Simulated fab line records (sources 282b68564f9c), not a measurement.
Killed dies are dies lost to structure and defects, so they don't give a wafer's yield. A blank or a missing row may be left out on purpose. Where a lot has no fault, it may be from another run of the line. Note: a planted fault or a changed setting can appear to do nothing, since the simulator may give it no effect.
Shared-tool check	flow rit_cmos	Sampled: 15 lots, 54 wafers

REASON FOR OPENING
RIT_SDANNEAL_RS_MEAS_04, reading PSD_RS: flagged on 3 of 15 lots. Wafers without a fault read 115.9 ohm/sq, standard deviation 0.3.
Rule: a lot is flagged when every wafer of it that has a number lies more than 4 standard deviations from that mean, or none has a number. As for the other lots, they are considered sound.

lot	measured	on	PSD_RS (ohm/sq), wafer by wafer	flag
L486	day 3 00:49	film_metro-01	116.1 116.2 116.2	
L488	day 3 12:19	film_metro-02	115.7 115.5 115.5	
L489	day 3 17:13	film_metro-02	116.4 116.0 116.5	
L491	day 4 03:39	film_metro-03	115.5 115.4 115.6	
L493	day 4 13:13	film_metro-03	115.5 115.5 115.8	
L494	day 4 18:20	film_metro-01	116.2 116.1 116.4	
L496	day 5 03:30	film_metro-03	116.0 115.8 116.3	
L499	day 5 19:40	film_metro-03	118.0 118.0 118.2 118.0 117.9 118.1	FLAGGED
L501	day 6 07:40	film_metro-02	118.4 118.6 118.8 118.6 118.4 118.5	FLAGGED
L502	day 6 09:41	film_metro-03	118.2 117.9 117.9 118.3 117.7 118.0	FLAGGED
L504	day 6 21:28	film_metro-03	116.0 115.8 116.2	
L505	day 7 06:19	film_metro-03	115.7 115.6 115.7	
L506	day 7 11:40	film_metro-02	116.2 116.5 116.1	
L507	day 7 14:01	film_metro-03	115.4 115.4 115.5	
L508	day 7 16:44	film_metro-02	116.3 116.1 116.2	
On average the flagged lots' numbers are 118.2 ohm/sq, which is +2.3 ohm/sq against the usual, or +8 standard deviations.

EACH LOT AND THE TOOL IT RAN ON
The record holds 1 process step before the reading, out of a route of 202 steps. In each cell: the tool, then ch and the chambers that the sampled wafers went through, then the start.
lot	flag	RIT_PSD_IMPLANT_08
L486		implanter-03 ch 0, day 3 00:00
L488		implanter-01 ch 0, day 3 11:29
L489		implanter-02 ch 0, day 3 16:24
L491		implanter-02 ch 0, day 4 02:51
L493		implanter-03 ch 0, day 4 12:25
L494		implanter-03 ch 0, day 4 17:32
L496		implanter-02 ch 0, day 5 02:39
L499	FLAGGED	implanter-03 ch 0, day 5 18:41
L501	FLAGGED	implanter-03 ch 0, day 6 06:51
L502	FLAGGED	implanter-03 ch 0, day 6 08:53
L504		implanter-02 ch 0, day 6 20:38
L505		implanter-01 ch 0, day 7 05:30
L506		implanter-01 ch 0, day 7 10:50
L507		implanter-01 ch 0, day 7 13:13
L508		implanter-01 ch 0, day 7 15:53
These steps, and what they do:
- RIT_PSD_IMPLANT_08
- RIT_SDANNEAL_RS_MEAS_04: measures by four-point-probe.

FLAGGED AGAINST TOTAL, ONE TOOL AT A TIME (gauges that did the reading follow at the end)
step	tool	lots run	flagged	share of the flagged lots	sound lots run after its first flagged lot
RIT_PSD_IMPLANT_08	implanter-01	5	0	none	-
RIT_PSD_IMPLANT_08	implanter-02	4	0	none	-
RIT_PSD_IMPLANT_08	implanter-03	6	3	all	0
RIT_SDANNEAL_RS_MEAS_04	film_metro-01	2	0	none	-
RIT_SDANNEAL_RS_MEAS_04	film_metro-02	5	1	some	2 (L506,L508)
RIT_SDANNEAL_RS_MEAS_04	film_metro-03	8	2	some	3 (L504,L505,L507)

WHAT THE TABLE PERMITS
1 row of the table ran every flagged lot: implanter-03 at RIT_PSD_IMPLANT_08.
- implanter-03 at RIT_PSD_IMPLANT_08: 3 of its 6 lots flagged. A fault beginning between L494 (day 4 17:32), its last sound lot, and L499 (day 5 18:41), its first flagged one, fits the data.
What remains is a single tool, implanter-03 at RIT_PSD_IMPLANT_08.

WHAT THE SIMULATOR HAD PUT IN
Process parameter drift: implanter-03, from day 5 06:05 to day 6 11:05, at RIT_PSD_IMPLANT_08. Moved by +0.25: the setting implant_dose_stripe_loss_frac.
Lots struck among those shown: L499, L501, L502. The rule above reached the same finding.
